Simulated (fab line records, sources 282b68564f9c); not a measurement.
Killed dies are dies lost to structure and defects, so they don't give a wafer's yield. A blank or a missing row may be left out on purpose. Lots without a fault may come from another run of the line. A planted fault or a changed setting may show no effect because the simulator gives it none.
Which tool did it? | flow rit_cmos | 13 lots, 39 wafers sampled, at 3 steps of a route of 202

WHAT THE GAUGES READ, wafer by wafer
RIT_PLDD_OVL_MEAS_06.
lot  | measured    | on         | PLDD_OVL (nm)
L651 | day 2 19:08 | overlay-02 | 0.6 1.8 0.9
L652 | day 3 00:37 | overlay-02 | 1.3 0.7 -0.5
L653 | day 3 04:36 | overlay-01 | -0.3 -0.4 0.5
L654 | day 3 10:32 | overlay-02 | 1.4 -0.8 1.2
L655 | day 3 14:25 | overlay-02 | -0.5 -0.8 -0.9
L656 | day 3 19:27 | overlay-01 | -0.9 -0.8 -0.3
L657 | day 4 01:10 | overlay-01 | -1.2 -0.7 0.9
L659 | day 4 11:34 | overlay-01 | -1.7 -0.4 -0.4
L660 | day 4 15:32 | overlay-01 | 1.7 1.7 0.0
L661 | day 4 20:40 | overlay-01 | 0.4 1.2 1.7
L662 | day 5 01:08 | overlay-01 | - - -
L664 | day 5 11:37 | overlay-01 | -1.3 0.3 -0.3
L674 | day 7 15:08 | overlay-01 | -1.4 1.2 -2.1

RIT_PLDD_TW_MEAS_10.
lot  | measured    | on            | PLDD_TW
L651 | day 2 19:38 | film_metro-01 | 2363 2364 2346
L652 | day 3 01:08 | film_metro-03 | 2357 2351 2374
L653 | day 3 05:07 | film_metro-01 | 2350 2357 2352
L654 | day 3 11:02 | film_metro-03 | 2350 2375 2362
L655 | day 3 14:56 | film_metro-01 | 2341 2334 2348
L656 | day 3 19:58 | film_metro-01 | 2348 2357 2347
L657 | day 4 01:41 | film_metro-03 | 2379 2376 2379
L659 | day 4 12:05 | film_metro-01 | 2340 2360 2354
L660 | day 4 16:04 | film_metro-03 | 2371 2370 2377
L661 | day 4 21:11 | film_metro-01 | 2359 2359 2338
L662 | day 5 01:39 | film_metro-03 | 30 31 30
L664 | day 5 12:08 | film_metro-04 | 2318 2321 2318
L674 | day 7 15:39 | film_metro-04 | 2330 2324 2322

WHICH TOOL RAN EACH LOT (tool, then ch and the chambers of the sampled wafers, then the start)
lot  | RIT_PLDD_EXPOSE_03
L651 | iline_stepper-01 ch 0, day 2 18:44
L652 | iline_stepper-01 ch 0, day 3 00:13
L653 | iline_stepper-01 ch 0, day 3 04:12
L654 | iline_stepper-01 ch 0, day 3 10:08
L655 | iline_stepper-01 ch 0, day 3 14:01
L656 | iline_stepper-02 ch 0, day 3 19:04
L657 | iline_stepper-01 ch 0, day 4 00:47
L659 | iline_stepper-02 ch 0, day 4 11:10
L660 | iline_stepper-02 ch 0, day 4 15:10
L661 | iline_stepper-02 ch 0, day 4 20:16
L662 | iline_stepper-01 ch 0, day 5 00:45
L664 | iline_stepper-01 ch 0, day 5 11:15
L674 | iline_stepper-02 ch 0, day 7 14:45
- RIT_PLDD_EXPOSE_03: exposes mask M8, target cd 40900 nm.

WHAT THE TOOLS THEMSELVES READ (means of the sampled wafers that have a number; where no wafer has one, the mark that the record gives instead)
RIT_PLDD_EXPOSE_03.
lot  | tool             | exposure_dose_mJ_cm2
L651 | iline_stepper-01 | 249.91
L652 | iline_stepper-01 | 250.18
L653 | iline_stepper-01 | 249.91
L654 | iline_stepper-01 | 250.04
L655 | iline_stepper-01 | 249.84
L656 | iline_stepper-02 | 249.92
L657 | iline_stepper-01 | 249.92
L659 | iline_stepper-02 | 249.98
L660 | iline_stepper-02 | 249.93
L661 | iline_stepper-02 | 249.96
L662 | iline_stepper-01 | 249.97
L664 | iline_stepper-01 | 250.14
L674 | iline_stepper-02 | 250.20

THE ANSWER, worked out from the rows above alone
Rule: what is usual is taken from the lots themselves. Put in order of their means at a reading, lots are off if they are a third of the lots or fewer, leave a main group of 4 or more, and stand apart from it by a gap of 3 or more times the standard deviation of the main group's means; of several such gaps the widest counts. A main group whose means are all the same, to the digits that the tables above print for the reading, isn't used. A lot without any number at a reading at which 4 lots or more have one is off too. The other lots that the step has rows for count as sound. The gauges are gone through in route order, then the tools' own readings, and for those a lot's mean is taken as printed above. The first step at which some lot is off is used, and at that step the reading that is off furthest; a lot without a number counts as furthest.
Off: L662, at RIT_PLDD_OVL_MEAS_06 (PLDD_OVL). Without a number there: L662. The main group: mean 0.0 nm, standard deviation 0.76.
A tool fits if, at a process step before that reading, it ran every lot that is off, and no sound lot after the first of them. The gauges at RIT_PLDD_OVL_MEAS_06 aren't tried: what is off there is off at RIT_PLDD_TW_MEAS_10 too, on other tools, and a gauge's error can't cause that. None of those tried fits.

WHAT THE SIMULATOR HAD PUT IN
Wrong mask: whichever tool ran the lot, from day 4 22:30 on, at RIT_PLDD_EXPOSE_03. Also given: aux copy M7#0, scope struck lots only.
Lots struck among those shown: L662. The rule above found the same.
